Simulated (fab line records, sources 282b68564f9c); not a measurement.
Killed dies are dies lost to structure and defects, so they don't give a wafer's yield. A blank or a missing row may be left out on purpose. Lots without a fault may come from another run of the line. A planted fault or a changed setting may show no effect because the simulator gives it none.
Which tool did it? | flow rit_cmos | 14 lots, 42 wafers sampled, at 4 steps of a route of 202

WHAT THE GAUGES READ, wafer by wafer
RIT_FOX2_THK_MEAS_01. Usual: FOX2_OXIDE_THK 350 nm, standard deviation 6.6.
lot  | measured    | on            | FOX2_OXIDE_THK (nm) | flag
L721 | day 1 21:08 | film_metro-03 | 352 350 350         |
L723 | day 2 06:00 | film_metro-01 | 350 351 355         |
L725 | day 2 15:48 | film_metro-04 | 355 355 363         |
L727 | day 3 03:47 | film_metro-04 | 346 352 347         |
L728 | day 3 07:50 | film_metro-01 | 351 349 352         |
L729 | day 3 11:41 | film_metro-01 | 348 348 357         |
L730 | day 3 20:45 | film_metro-01 | 364 361 361         |
L731 | day 3 23:21 | film_metro-04 | 355 355 362         |
L732 | day 4 02:10 | film_metro-01 | 342 344 343         |
L733 | day 4 08:22 | film_metro-01 | 350 347 347         |
L734 | day 4 13:07 | film_metro-04 | 345 341 344         |
L735 | day 4 16:37 | film_metro-01 | 345 347 352         |
L738 | day 5 09:07 | film_metro-01 | 517 514 510         | OFF
L739 | day 5 21:10 | film_metro-04 | 497 498 502         | OFF

RIT_FOX2_THK_MEAS_90. Usual: FIELD_OXIDE_LEFT_1_THK 322 nm, standard deviation 6.6.
lot  | measured    | on            | FIELD_OXIDE_LEFT_1_THK (nm) | flag
L721 | day 1 22:01 | film_metro-03 | 324 321 322                 |
L723 | day 2 06:52 | film_metro-01 | 322 324 327                 |
L725 | day 2 16:41 | film_metro-01 | 327 327 335                 |
L727 | day 3 04:40 | film_metro-01 | 318 325 319                 |
L728 | day 3 08:43 | film_metro-01 | 323 322 323                 |
L729 | day 3 12:34 | film_metro-04 | 321 320 329                 |
L730 | day 3 21:42 | film_metro-01 | 336 333 333                 |
L731 | day 4 00:19 | film_metro-04 | 328 328 334                 |
L732 | day 4 03:07 | film_metro-04 | 315 316 315                 |
L733 | day 4 09:15 | film_metro-01 | 321 318 318                 |
L734 | day 4 14:00 | film_metro-03 | 317 313 315                 |
L735 | day 4 17:30 | film_metro-03 | 317 319 324                 |
L738 | day 5 09:59 | film_metro-04 | 489 487 482                 | OFF
L739 | day 5 22:03 | film_metro-01 | 470 471 474                 | OFF

RIT_FOX2_THK_MEAS_91. Usual: FIELD_OXIDE_LEFT_2_THK 254 nm, standard deviation 6.7.
lot  | measured    | on            | FIELD_OXIDE_LEFT_2_THK (nm) | flag
L721 | day 2 11:25 | film_metro-03 | 256 254 255                 |
L723 | day 2 19:08 | film_metro-01 | 254 256 259                 |
L725 | day 3 06:51 | film_metro-01 | 258 258 267                 |
L727 | day 3 17:14 | film_metro-01 | 251 258 253                 |
L728 | day 3 20:52 | film_metro-04 | 255 254 256                 |
L729 | day 4 02:06 | film_metro-04 | 253 252 260                 |
L730 | day 4 10:12 | film_metro-01 | 268 265 266                 |
L731 | day 4 15:41 | film_metro-01 | 260 260 266                 |
L732 | day 4 15:50 | film_metro-03 | 247 248 247                 |
L733 | day 4 21:49 | film_metro-01 | 252 249 249                 |
L734 | day 5 02:45 | film_metro-01 | 250 245 247                 |
L735 | day 5 06:08 | film_metro-01 | 248 251 255                 |
L738 | day 6 03:52 | film_metro-04 | 421 418 414                 | OFF
L739 | day 6 11:08 | film_metro-04 | 402 403 406                 | OFF

WHICH TOOL RAN EACH LOT (tool, then ch and the chambers of the sampled wafers, then the start)
lot  | RIT_FOX2_OXIDATION_00
L721 | furnace-01 ch 0, day 1 19:49
L723 | furnace-04 ch 0, day 2 04:40
L725 | furnace-01 ch 0, day 2 14:29
L727 | furnace-04 ch 0, day 3 02:28
L728 | furnace-03 ch 0, day 3 06:31
L729 | furnace-04 ch 0, day 3 10:22
L730 | furnace-03 ch 0, day 3 19:26
L731 | furnace-04 ch 0, day 3 22:02
L732 | furnace-01 ch 0, day 4 00:51
L733 | furnace-03 ch 0, day 4 07:03
L734 | furnace-03 ch 0, day 4 11:48
L735 | furnace-03 ch 0, day 4 15:18
L738 | furnace-03 ch 0, day 5 07:46
L739 | furnace-03 ch 0, day 5 19:52
- RIT_FOX2_OXIDATION_00: target thk 350.7 nm, ox time 1130 s.

WHAT THE TOOLS THEMSELVES READ (means of the sampled wafers that have a number; where no wafer has one, the mark that the record gives instead)
RIT_FOX2_OXIDATION_00. Usual: spike_tc_centre_C 1103.0 C, standard deviation 1.6; zone_power_centre_pct 57 %, standard deviation 4.
lot  | tool       | spike_tc_centre_C (C) | zone_power_centre_pct (%) | flag
L721 | furnace-01 | 1103.6                | 57                        |
L723 | furnace-04 | 1099.9                | 49                        |
L725 | furnace-01 | 1101.9                | 57                        |
L727 | furnace-04 | 1099.5                | 49                        |
L728 | furnace-03 | 1103.4                | 60                        |
L729 | furnace-04 | 1100.3                | 49                        |
L730 | furnace-03 | 1104.7                | 61                        |
L731 | furnace-04 | 1100.0                | 49                        |
L732 | furnace-01 | 1103.4                | 57                        |
L733 | furnace-03 | 1102.8                | 61                        |
L734 | furnace-03 | 1103.5                | 61                        |
L735 | furnace-03 | 1103.6                | 61                        |
L738 | furnace-03 | 1103.8                | 61                        |
L739 | furnace-03 | 1103.7                | 60                        |

THE ANSWER, worked out from the rows above alone
Rule: a lot is off if the mean of its wafers that have a number lies more than 3 standard deviations from the usual mean. A lot without any number at a reading at which 4 lots or more have one is off too. The other lots that the step has rows for count as sound. The gauges are gone through in route order, then the tools' own readings, and for those a lot's mean is taken as printed above. The first step at which some lot is off is used, and at that step the reading that is off furthest; a lot without a number counts as furthest.
Off: L738, L739, at RIT_FOX2_THK_MEAS_01 (FOX2_OXIDE_THK).
A tool fits if, at a process step before that reading, it ran every lot that is off, and no sound lot after the first of them. The gauges at RIT_FOX2_THK_MEAS_01 are tried like those tools. One fits: furnace-03 at RIT_FOX2_OXIDATION_00. Its last sound lot is L735 (day 4 15:18), its first lot that is off L738 (day 5 07:46): a fault that began between those two fits.

WHAT THE SIMULATOR HAD PUT IN
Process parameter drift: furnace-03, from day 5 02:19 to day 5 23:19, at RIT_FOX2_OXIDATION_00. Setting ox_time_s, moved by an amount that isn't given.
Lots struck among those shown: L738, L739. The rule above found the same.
